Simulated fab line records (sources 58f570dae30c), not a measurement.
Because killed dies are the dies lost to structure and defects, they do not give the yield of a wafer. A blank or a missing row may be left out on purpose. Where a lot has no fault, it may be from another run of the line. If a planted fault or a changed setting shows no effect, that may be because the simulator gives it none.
A single fault, viewed from 2 desks + flow berkeley-cmos170 + each desk holds nothing but its own numbers, with what lay behind them at the end

FROM THE METROLOGY DESK
What the gauges read, lot by lot, whatever tool the lot ran on: means of the sampled wafers that have a number. Marked OUT: a lot whose mean sits more than 4 standard deviations from the usual mean, which makes it out of limits; the brackets give that distance.
Columns: A = V1_OVL at UCB170_V1_OVL_MEAS_13, usual -4 nm; B = cd-nm at UCB170_V2_CD_MEAS_12, usual 700.2 nm
| lot  | first seen here | A   | B     |
|------|-----------------|-----|-------|
| L176 | day 7 08:00     | -9  | 697.9 |
| L177 | day 7 08:16     | -12 | 702.5 |
| L178 | day 7 19:32     | -1  | 697.8 |
| L179 | day 7 19:50     | 2   | 699.5 |
| L181 | day 8 09:09     | 1   | 699.8 |
| L185 | day 9 14:38     | -5  | 699.3 |
| L187 | day 9 14:43     | 3   | 700.3 |
| L186 | day 9 14:59     | -4  | 699.0 |
| L188 | day 9 22:31     | -7  | 702.5 |
| L189 | day 10 04:43    | -0  | 699.4 |
| L193 | day 11 06:34    | -7  | 701.2 |
| L195 | day 11 07:10    | -6  | 699.8 |
| L196 | day 12 05:17    | -4  | 703.1 |
| L197 | day 12 13:31    | -7  | 699.7 |
This desk found nothing out of limits on any of the 14 lots.

FOR THE TOOL OWNER'S DESK: rie-diel-04
The tool's own readings at UCB170_V2_ETCH_14 (etches SiO2 in CHF3/CF4/Ar, stops on Al, target depth 1250 nm, time 291 s): means of the sampled wafers that have a number, for each lot that ran on this tool. Marked OUT: a lot whose mean sits more than 4 standard deviations from the usual mean, which makes it out of limits; the brackets give that distance.
Columns: A = drypump-motor-current-A at UCB170_V2_ETCH_14, usual 5.6 A; B = oes-product-au at UCB170_V2_ETCH_14, usual 0.877 a.u.; C = throttle-valve-pct at UCB170_V2_ETCH_14, usual 6.88 %
| lot  | first seen here | A   | B                | C    |
|------|-----------------|-----|------------------|------|
| L176 | day 7 14:56     | 5.6 | 0.876            | 6.95 |
| L178 | day 8 00:37     | 5.4 | 0.886            | 6.93 |
| L185 | day 9 20:05     | 5.8 | 0.874            | 6.90 |
| L186 | day 9 20:33     | 6.0 | 0.808 (-5.3) OUT | 6.88 |
| L189 | day 10 09:35    | 5.8 | 0.806 (-5.5) OUT | 6.93 |
Finding of this desk: L186, L189 out of limits; the first was L186 at day 9 20:33, on oes-product-au at UCB170_V2_ETCH_14. In limits: L176, L178, L185.

BROUGHT TOGETHER
On L186, L189, at day 9 20:33, an alarm was possible from the tool owner's desk.
The metrology desk saw nothing out of limits.
The metrology desk holds a record of L186, L189, inside its limits.
The lots listed all ran UCB170_V2_ETCH_14 on rie-diel-04.

WHAT THE SIMULATOR HAD INSERTED
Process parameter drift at UCB170_V2_ETCH_14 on rie-diel-04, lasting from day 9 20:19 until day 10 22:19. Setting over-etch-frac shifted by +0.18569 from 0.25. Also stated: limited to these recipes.
Struck lots among those shown: L186, L189.
Each desk's first reading out of limits, in hours after the fault started: the tool owner's desk, 0.
